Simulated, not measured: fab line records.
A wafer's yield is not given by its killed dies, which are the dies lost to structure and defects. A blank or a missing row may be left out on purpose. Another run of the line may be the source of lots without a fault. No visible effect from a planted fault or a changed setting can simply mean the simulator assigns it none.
Which tool was responsible? -- flow rit_cmos -- 42 wafers from 14 lots sampled at 2 of the route's 202 steps

WHAT THE GAUGES READ, wafer by wafer
The record holds no reading of a measuring or inspecting step that can be judged against a usual standard deviation.

WHICH TOOL RAN EACH LOT (tool, then ch and the chambers of the sampled wafers, then the start)
lot,RIT_FOX2_OXIDATION_00,RIT_M1_PROBE_99
L531,"furnace-01 ch 0, day 2 01:06",-
L532,"furnace-03 ch 0, day 2 04:59",-
L533,"furnace-04 ch 0, day 2 10:25",-
L534,"furnace-04 ch 0, day 2 19:36",-
L536,"furnace-03 ch 0, day 3 03:38",-
L537,"furnace-03 ch 0, day 3 07:21",-
L538,"furnace-03 ch 0, day 3 11:40",-
L540,"furnace-01 ch 0, day 3 20:53",-
L541,"furnace-01 ch 0, day 4 02:23","prober-01, day 5 23:22"
L543,"furnace-04 ch 0, day 4 11:49",-
L545,"furnace-01 ch 0, day 5 00:16",-
L547,"furnace-01 ch 0, day 5 07:53",-
L549,"furnace-03 ch 0, day 5 18:41",-
L550,"furnace-01 ch 0, day 5 22:41",-
- RIT_FOX2_OXIDATION_00: target thk 350.7 nm, ox time 1130 s.
- RIT_M1_PROBE_99

AS READ BY THE TOOLS THEMSELVES (means over the sampled wafers that have a number; for cases with no such wafer, the mark the record gives instead)
RIT_FOX2_OXIDATION_00. Usual: spike_tc_centre_C 1102.3 C, standard deviation 1; spike_tc_source_C 1125.9 C, standard deviation 1.5; tube_center_temp_C 1100 C, standard deviation 0.099; tube_center_temp_C_max 1102.8, standard deviation 0.52.
lot,tool,spike_tc_centre_C (C),spike_tc_source_C (C),tube_center_temp_C (C),tube_center_temp_C_max,flag
L531,furnace-01,1101.9,1127.3,1100,1102.6,
L532,furnace-03,1102.8,1124.8,1100,1102.3,
L533,furnace-04,1103.1,1126.0,1100,1103.7,
L534,furnace-04,1101.4,1124.8,1100,1102.8,
L536,furnace-03,1103.0,1124.0,1100,1102.5,
L537,furnace-03,1102.5,1124.2,1100,1102.5,
L538,furnace-03,1102.3,1124.7,1100,1103.1,
L540,furnace-01,1102.5,1128.5,1100,1102.8,
L541,furnace-01,1101.7,1126.7,1100,1102.8,
L543,furnace-04,1101.8,1126.5,1100,1102.7,
L545,furnace-01,1102.1,1127.6,1100,1102.5,
L547,furnace-01,1109.2,1133.5,1107,1109.9,OFF
L549,furnace-03,1102.5,1125.3,1100,1102.4,
L550,furnace-01,1109.1,1133.9,1107,1109.5,OFF

RIT_M1_PROBE_99. Usual: killed_at_contacts 0.1, standard deviation 0.3; killed_at_front_end 6.7, standard deviation 2.6; killed_dies 6.8, standard deviation 2.6; killed_open 3.3, standard deviation 1.7; killed_short 3.4, standard deviation 2.
lot,tool,killed_at_contacts,killed_at_front_end,killed_dies,killed_open,killed_short,flag
L541,prober-01,0.0,6.7,6.7,4.0,2.7,

THE ANSWER, worked out from the rows above alone
Rule: a lot counts as off when the mean over its wafers that have a number is more than 3 standard deviations away from the usual mean. Also off: a lot with no number at a reading for which 4 or more lots have one. The other lots that the step has rows for count as sound. Order of review: gauges by route order, followed by the tools' own readings, for which a lot's mean as printed above is used. At the first step where some lot is off, the reading lying furthest off is the one used; lots without a number count as furthest.
Off: L547, L550, at RIT_FOX2_OXIDATION_00 (tube_center_temp_C).
If a tool, at that step or one of the process steps before it, ran each lot that is off and ran no sound lot following the first of them, it fits. One fits: furnace-01 at RIT_FOX2_OXIDATION_00. Its last sound lot is L545 (day 5 00:16), its first lot that is off L547 (day 5 07:53): a fault that began between those two fits.
The tool's own readings at RIT_FOX2_OXIDATION_00 bear it out: on the lots that are off they differ by more than 5 times the standard deviation of the sound lots' means. spike_tc_centre_C reads 1109.2 C there against 1102.3 C on the sound lots; spike_tc_source_C reads 1133.7 C there against 1125.9 C on the sound lots; tube_center_temp_C reads 1107 C there against 1100 C on the sound lots; tube_center_temp_C_max reads 1109.7 there against 1102.7 on the sound lots.

WHAT THE SIMULATOR HAD PUT IN
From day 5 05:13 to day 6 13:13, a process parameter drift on furnace-01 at RIT_FOX2_OXIDATION_00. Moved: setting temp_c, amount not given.
Lots struck among those shown: L547, L550. The rule above found the same.
